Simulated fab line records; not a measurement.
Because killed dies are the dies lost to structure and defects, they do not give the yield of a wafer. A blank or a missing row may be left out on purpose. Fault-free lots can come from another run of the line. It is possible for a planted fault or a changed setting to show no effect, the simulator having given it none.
Which of the tools did it? || flow rit_cmos || 14 lots, 42 wafers sampled, at 2 steps of a route of 202

WHAT THE GAUGES READ, wafer by wafer
RIT_PRETRO_TW_MEAS_10.
{"lot": "L425", "measured": "day 2 13:25", "on": "film_metro-02", "PRETRO_TW": "479 478 479"}
{"lot": "L429", "measured": "day 3 10:19", "on": "film_metro-02", "PRETRO_TW": "481 481 480"}
{"lot": "L431", "measured": "day 3 20:25", "on": "film_metro-02", "PRETRO_TW": "482 482 482"}
{"lot": "L432", "measured": "day 4 01:31", "on": "film_metro-04", "PRETRO_TW": "466 464 465"}
{"lot": "L433", "measured": "day 4 07:55", "on": "film_metro-01", "PRETRO_TW": "482 484 483"}
{"lot": "L434", "measured": "day 4 15:56", "on": "film_metro-02", "PRETRO_TW": "478 482 481"}
{"lot": "L438", "measured": "day 5 08:47", "on": "film_metro-01", "PRETRO_TW": "484 482 483"}
{"lot": "L439", "measured": "day 5 11:43", "on": "film_metro-01", "PRETRO_TW": "397 394 398"}
{"lot": "L440", "measured": "day 5 16:53", "on": "film_metro-02", "PRETRO_TW": "397 395 394"}
{"lot": "L442", "measured": "day 6 05:45", "on": "film_metro-02", "PRETRO_TW": "478 480 479"}
{"lot": "L443", "measured": "day 6 07:59", "on": "film_metro-01", "PRETRO_TW": "480 482 481"}
{"lot": "L444", "measured": "day 6 12:41", "on": "film_metro-02", "PRETRO_TW": "480 480 482"}
{"lot": "L445", "measured": "day 6 18:44", "on": "film_metro-02", "PRETRO_TW": "479 478 478"}
{"lot": "L446", "measured": "day 6 23:41", "on": "film_metro-04", "PRETRO_TW": "469 470 469"}

WHICH TOOL RAN EACH LOT (tool, then ch and the chambers of the sampled wafers, then the start)
{"lot": "L425", "RIT_PRETRO_IMPLANT_08": "implanter-03 ch 0, day 2 13:05"}
{"lot": "L429", "RIT_PRETRO_IMPLANT_08": "implanter-01 ch 0, day 3 09:59"}
{"lot": "L431", "RIT_PRETRO_IMPLANT_08": "implanter-04 ch 0, day 3 20:05"}
{"lot": "L432", "RIT_PRETRO_IMPLANT_08": "implanter-04 ch 0, day 4 01:12"}
{"lot": "L433", "RIT_PRETRO_IMPLANT_08": "implanter-03 ch 0, day 4 07:35"}
{"lot": "L434", "RIT_PRETRO_IMPLANT_08": "implanter-03 ch 0, day 4 15:37"}
{"lot": "L438", "RIT_PRETRO_IMPLANT_08": "implanter-01 ch 0, day 5 08:28"}
{"lot": "L439", "RIT_PRETRO_IMPLANT_08": "implanter-03 ch 0, day 5 11:23"}
{"lot": "L440", "RIT_PRETRO_IMPLANT_08": "implanter-03 ch 0, day 5 16:34"}
{"lot": "L442", "RIT_PRETRO_IMPLANT_08": "implanter-01 ch 0, day 6 05:26"}
{"lot": "L443", "RIT_PRETRO_IMPLANT_08": "implanter-01 ch 0, day 6 07:42"}
{"lot": "L444", "RIT_PRETRO_IMPLANT_08": "implanter-04 ch 0, day 6 12:21"}
{"lot": "L445", "RIT_PRETRO_IMPLANT_08": "implanter-01 ch 0, day 6 18:26"}
{"lot": "L446", "RIT_PRETRO_IMPLANT_08": "implanter-01 ch 0, day 6 23:22"}
- RIT_PRETRO_IMPLANT_08

WHAT THE TOOLS THEMSELVES READ (means of the sampled wafers that have a number; where no wafer has one, the mark that the record gives instead)
RIT_PRETRO_IMPLANT_08.
{"lot": "L425", "tool": "implanter-03", "dose_ions_cm2": 1.1997e+13, "faraday_current_uA": 38.1}
{"lot": "L429", "tool": "implanter-01", "dose_ions_cm2": 1.2011e+13, "faraday_current_uA": 37.9}
{"lot": "L431", "tool": "implanter-04", "dose_ions_cm2": 1.1984e+13, "faraday_current_uA": 37.7}
{"lot": "L432", "tool": "implanter-04", "dose_ions_cm2": 1.2011e+13, "faraday_current_uA": 38.5}
{"lot": "L433", "tool": "implanter-03", "dose_ions_cm2": 1.1995e+13, "faraday_current_uA": 39.0}
{"lot": "L434", "tool": "implanter-03", "dose_ions_cm2": 1.2009e+13, "faraday_current_uA": 37.2}
{"lot": "L438", "tool": "implanter-01", "dose_ions_cm2": 1.2003e+13, "faraday_current_uA": 37.8}
{"lot": "L439", "tool": "implanter-03", "dose_ions_cm2": 6.3480e+12, "faraday_current_uA": 20.3}
{"lot": "L440", "tool": "implanter-03", "dose_ions_cm2": 6.3277e+12, "faraday_current_uA": 19.8}
{"lot": "L442", "tool": "implanter-01", "dose_ions_cm2": 1.2002e+13, "faraday_current_uA": 38.3}
{"lot": "L443", "tool": "implanter-01", "dose_ions_cm2": 1.1996e+13, "faraday_current_uA": 38.0}
{"lot": "L444", "tool": "implanter-04", "dose_ions_cm2": 1.2016e+13, "faraday_current_uA": 38.2}
{"lot": "L445", "tool": "implanter-01", "dose_ions_cm2": 1.1980e+13, "faraday_current_uA": 38.4}
{"lot": "L446", "tool": "implanter-01", "dose_ions_cm2": 1.1979e+13, "faraday_current_uA": 38.5}

THE ANSWER, worked out from the rows above alone
Rule: the lots themselves supply what counts as usual. Put in order of their means at a reading, lots are off if they are a third of the lots or fewer, leave a main group of 4 or more, and stand apart from it by a gap of 3 or more times the standard deviation of the main group's means; of several such gaps the widest counts. Not used: any main group whose means are identical at the precision the tables above print for the reading. A lot without any number at a reading at which 4 lots or more have one is off too. Any other lot the step has rows for is counted as sound. After the gauges, taken in route order, come the tools' own readings; for these a lot's mean is taken, as printed above. At the first step where some lot is off, the reading lying furthest off is the one used; lots without a number count as furthest.
Off: L439, L440, seen at RIT_PRETRO_TW_MEAS_10 (PRETRO_TW). The main group has a mean of 478 with a standard deviation of 5.3.
A tool fits if, at a process step before that reading, it ran every lot that is off, and no sound lot after the first of them. The gauges at RIT_PRETRO_TW_MEAS_10 aren't tried: what is off there is off at RIT_PRETRO_IMPLANT_08 too, on other tools, and a gauge's error can't cause that. One candidate fits, namely implanter-03 at RIT_PRETRO_IMPLANT_08. A fault onset in the window from L434 (day 4 15:37, its last sound lot) to L439 (day 5 11:23, its first lot off) fits.
The tool's own readings at RIT_PRETRO_IMPLANT_08 bear it out: on the lots that are off they differ by more than 5 times the standard deviation of the sound lots' means. dose_ions_cm2 reads 6.3378e+12 there against 1.1999e+13 on the sound lots; faraday_current_uA reads 20.1 there against 38.1 on the sound lots.

WHAT THE SIMULATOR HAD INSERTED
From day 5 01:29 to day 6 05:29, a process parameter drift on implanter-03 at RIT_PRETRO_IMPLANT_08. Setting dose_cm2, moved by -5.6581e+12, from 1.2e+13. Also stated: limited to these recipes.
Struck lots among those shown: L439, L440. The rule above found the same.
